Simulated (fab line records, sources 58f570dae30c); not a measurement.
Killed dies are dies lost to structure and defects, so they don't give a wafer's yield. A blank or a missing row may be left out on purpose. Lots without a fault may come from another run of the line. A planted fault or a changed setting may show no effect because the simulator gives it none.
A struck lot beside a sound one | flow berkeley_cmos170 | 15 steps out of a route of 331
Sound: wafers L883.3, L883.4, L883.5. Struck: wafers L880.2, L880.3, L880.6. The cause comes at the end.
At each step with rows: each side's tool, then ch and its chambers, then its first start. Under that, the readings that differ: sound wafers | struck wafers | difference of the means | sigmas: that difference in standard deviations of wafers without a fault.
alike: readings whose means differ by less than 2 such deviations, and words and numbers that are the same on both sides. not compared: withheld readings, readings that some wafer has no value for, bounds like >300 that may hide the same value, and numbers for which the record gives no deviation and whose values overlap.
The two part at a step that has a row with sigmas, a row that says differs or no value, or rows on one side only. Numbers that don't overlap but have no deviation are shown without sigmas and don't part them. A reading that every wafer of one side lacks parts them only if that side has two wafers or more.

first, 3 steps without rows for these wafers: UCB170_PWELL_EXPOSE_10 (exposes mask PWELL, target cd 3000 nm); UCB170_PWELL_PEB_11; UCB170_PWELL_DEVELOP_12 (develop time 45 s).
UCB170_PWELL_OVL_MEAS_13:
  sound on overlay-01, day 6 05:26; struck on overlay-01, day 5 08:55
  alike: PWELL_OVL
UCB170_PWELL_ETCH_14: etches Si3N4 in CH3F/Ar/O2, stops on SiO2, target depth 242 nm, time 151 s.
  sound on rie_diel-03 ch 0,1,2, day 6 05:28; struck on rie_diel-01 ch 0,1,2, day 5 08:57
  alike: O2_flow_sccm, drypump_motor_current_A, oes_product_au, throttle_valve_pct
  not compared: rf_hours_counter_h
then, 1 step without rows for these wafers: UCB170_PWELL_IMPLANT_15.
UCB170_PWELL_STRIP_16: strips in O2.
  sound on plasma_asher-03 ch 0,1, day 6 05:45; struck on plasma_asher-03 ch 0,1, day 5 09:12
  alike: drypump_motor_current_A, oes_product_au, strip_time_to_endpoint_s
  not compared: rf_hours_counter_h
UCB170_PWELL_TW_MEAS_17:
  sound on film_metro-02, day 6 05:50; struck on film_metro-04, day 5 09:19
  alike: PWELL_TW
then, 4 steps without rows for these wafers: UCB170_PWELL_CLEAN_18 (cleans in SPM, time 600 s); UCB170_PWELL_WET_ETCH_19 (etches Si3N4 in H3PO4, time 14400 s); UCB170_PWELL_WET_ETCH_20 (etches SiO2 in BOE, time 22 s); UCB170_WELLDRIVE_CLEAN_00 (cleans in SPM, time 600 s).
UCB170_WELLDRIVE_OXIDATION_01: target thk 199 nm, ox time 9000 s.
  sound on furnace-04 ch 0, day 6 11:29; struck on furnace-03 ch 0, day 5 14:34
  reading                                          | sound                | struck               | difference | sigmas
  spike_tc_centre_C (C)                            | 1102.5 1103.3 1103.1 | 1087.5 1088.7 1086.1 | -15.5      | -13
  spike_tc_load_C (C)                              | 1132 1133 1133       | 1108 1108 1108       | -25        | -7
  spike_tc_source_C (C)                            | 1120.7 1121.4 1122.4 | 1109.3 1111.4 1110.8 | -11.0      | -4
  model.SiO2_of_WELLDRIVE_OXIDATION_01.thk_nm (nm) | 193.8 193.7 195.4    | 177.2 178.4 176.5    | -16.9      |
UCB170_WELLDRIVE_THK_MEAS_02:
  sound on film_metro-03, day 6 15:00; struck on film_metro-04, day 5 18:18
  reading                  | sound       | struck      | difference | sigmas
  WELLDRIVE_OXIDE_THK (nm) | 194 194 195 | 177 178 176 | -17        | -5
  not compared: hold
UCB170_M3_PROBE_99:
  the record has rows for the sound wafers here (prober-01, day 10 17:13) and none for the struck ones

WHERE THEY PART
First at UCB170_WELLDRIVE_OXIDATION_01; last, within this record, at UCB170_M3_PROBE_99.

WHY: what the simulator had put in
Process parameter drift: furnace-03, from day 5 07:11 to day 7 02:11, at UCB170_WELLDRIVE_OXIDATION_01. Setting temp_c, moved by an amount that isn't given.
